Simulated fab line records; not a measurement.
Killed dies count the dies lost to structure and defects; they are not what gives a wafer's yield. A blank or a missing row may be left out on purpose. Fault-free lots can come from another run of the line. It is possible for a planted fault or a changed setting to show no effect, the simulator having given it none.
Struck lot and sound lot, side by side    flow berkeley cmos170    44 out of 331 route steps
Sound: wafers L361.2, L361.4, L361.5. Wafers L366.3, L366.4, L366.6 were the ones struck. The cause is given at the end.
Each step with rows lists, per side, the tool, then ch with its chambers, then its first start. Under that, the readings that differ: sound wafers    struck wafers    difference of the means    sigmas: that difference in standard deviations of wafers without a fault.
alike: a reading whose means differ by less than 2 such deviations, as well as words and numbers matching on both sides. not compared: withheld readings; readings where some wafer has no value; bounds like >300 that might hide an equal value; numbers whose values overlap and for which the record gives no deviation.
The two part at a step that has a row with sigmas, a row that says differs or no value, or rows on one side only. When numbers do not overlap yet have no deviation, they are printed without sigmas and do not part them. A reading missing from all wafers of one side parts the sides only when that side holds two or more wafers.

UCB170_GATE_STRIP_16: strips in O2.
  sound on plasma asher-04 ch 0,1, day 7 13:19; struck on plasma asher-04 ch 0,1, day 8 20:17
  alike: drypump motor current A, oes product au
  not compared: rf hours counter h
UCB170_GATE_CD_MEAS_90: target cd 350 nm.
  sound on cd sem-01, day 7 13:26; struck on cd sem-01, day 8 20:23
  alike: cd nm
then, 7 steps without rows for these wafers: UCB170_GATE_CLEAN_17 (cleans in SPM, time 600 s); UCB170_PLDD_HMDS_00 (prime time 60 s); UCB170_PLDD_COAT_01 (resist thk 900 nm); UCB170_PLDD_SOFTBAKE_02 (time 60 s); UCB170_PLDD_EXPOSE_03 (exposes mask PSELECT, target cd 1200 nm); UCB170_PLDD_PEB_04; UCB170_PLDD_DEVELOP_05 (develop time 45 s).
UCB170_PLDD_CD_MEAS_06: target cd 1200 nm.
  sound on cd sem-01, day 7 17:29; struck on cd sem-01, day 8 23:25
  alike: cd nm
UCB170_PLDD_OVL_MEAS_07:
  sound on overlay-02, day 7 17:35; struck on overlay-01, day 8 23:31
  alike: PLDD_OVL
after that, 1 step had no rows for these wafers: UCB170_PLDD_IMPLANT_08.
UCB170_PLDD_IMPLANT_09:
  sound on implanter-04 ch 0, day 7 17:47; struck on implanter-04 ch 0, day 8 23:44
reading                    sound              struck             difference  sigmas
implant ion amu            49 49 49           11 11 11           -38         
model.implant.rp nm (nm)   10.45 10.45 10.45  31.75 31.75 31.75  +21.30      
model.implant.drp nm (nm)  6.005 6.005 6.005  17.11 17.11 17.11  +11.11      
then, 1 step without rows for these wafers: UCB170_PLDD_STRIP_10 (strips in O2).
UCB170_PLDD_TW_MEAS_11:
  sound on film metro-02, day 7 18:02; struck on film metro-02, day 8 23:58
reading  sound           struck       difference  sigmas
PLDD_TW  1009 1016 1014  877 874 879  -136        -17
then, 7 steps without rows for these wafers: UCB170_PLDD_CLEAN_12 (cleans in SPM, time 600 s); UCB170_NLDD_HMDS_00 (prime time 60 s); UCB170_NLDD_COAT_01 (resist thk 900 nm); UCB170_NLDD_SOFTBAKE_02 (time 60 s); UCB170_NLDD_EXPOSE_03 (exposes mask NSELECT, target cd 1200 nm); UCB170_NLDD_PEB_04; UCB170_NLDD_DEVELOP_05 (develop time 45 s).
UCB170_NLDD_CD_MEAS_06: target cd 1200 nm.
  sound on cd sem-02, day 7 23:03; struck on cd sem-02, day 9 02:04
  alike: cd nm
UCB170_NLDD_OVL_MEAS_07:
  sound on overlay-02, day 7 23:10; struck on overlay-01, day 9 02:10
  alike: NLDD_OVL
then, 2 steps without rows for these wafers: UCB170_NLDD_IMPLANT_08; UCB170_NLDD_IMPLANT_09.
UCB170_NLDD_STRIP_10: strips in O2.
  sound on plasma asher-01 ch 0, day 7 23:29; struck on plasma asher-01 ch 0,1, day 9 02:31
  alike: drypump motor current A, oes product au, strip time to endpoint s
  not compared: rf hours counter h
UCB170_NLDD_TW_MEAS_11:
  sound on film metro-04, day 7 23:36; struck on film metro-04, day 9 02:36
  alike: NLDD_TW
then, 1 step without rows for these wafers: UCB170_NLDD_CLEAN_12 (cleans in SPM, time 600 s).
UCB170_SPACER_CVD_00: deposits SiO2 from TEOS/O2, target thk 376 nm, time 47 s.
  sound on pecvd-01 ch 1,2, day 8 00:53; struck on pecvd-01 ch 0,1,2, day 9 02:49
  alike: heater power w, pressure mtorr
UCB170_SPACER_THK_MEAS_01:
  sound on film metro-03, day 8 00:56; struck on film metro-01, day 9 02:53
  alike: SPACER_TEOS_THK
then, 1 step without rows for these wafers: UCB170_SPACER_ANNEAL_02 (time 1800 s).
UCB170_SPACER_ETCHBACK_03: etches SiO2 in CHF3/CF4/Ar, stops on Si, target depth 376 nm, time 100 s.
  sound on rie diel-03 ch 0,1,2, day 8 08:46; struck on rie diel-01 ch 1,3, day 9 06:49
  alike: drypump motor current A, oes product au, throttle valve pct
  not compared: rf hours counter h
then, 4 steps without rows for these wafers: UCB170_PSD_HMDS_00 (prime time 60 s); UCB170_PSD_COAT_01 (resist thk 900 nm); UCB170_PSD_SOFTBAKE_02 (time 60 s); UCB170_PSD_EXPOSE_03 (exposes mask PSELECT MOD, target cd 1200 nm).
UCB170_PSD_PEB_04:
  sound on litho track-03 ch 0, day 8 09:26; struck on litho track-04 ch 0, day 9 07:31
  alike: heater power total W, plate sensor t centre C, plate sensor t edge C
then, 1 step without rows for these wafers: UCB170_PSD_DEVELOP_05 (develop time 45 s).
UCB170_PSD_CD_MEAS_06: target cd 1200 nm.
  sound on cd sem-02, day 8 09:43; struck on cd sem-02, day 9 07:46
  alike: cd nm
UCB170_PSD_OVL_MEAS_07:
  sound on overlay-02, day 8 09:49; struck on overlay-01, day 9 07:52
  alike: PSD_OVL
after that, 1 step had no rows for these wafers: UCB170_PSD_IMPLANT_08.
UCB170_SDANNEAL_RS_MEAS_04: the measuring method here is four-point-probe.
  sound on film metro-02, day 8 14:10; struck on film metro-01, day 9 13:59
reading           sound                 struck             difference  sigmas
PLDD_RS (ohm/sq)  1024.6 1026.8 1024.2  934.4 931.4 933.2  -92.2       -34
UCB170_M3_PROBE_99:
  the record has rows for the sound wafers here (prober-02, day 9 19:44) and none for the struck ones

## WHERE THEY PART
Earliest at UCB170_PLDD_TW_MEAS_11; latest, in this record, at UCB170_M3_PROBE_99.

WHY: whatever the simulator had introduced
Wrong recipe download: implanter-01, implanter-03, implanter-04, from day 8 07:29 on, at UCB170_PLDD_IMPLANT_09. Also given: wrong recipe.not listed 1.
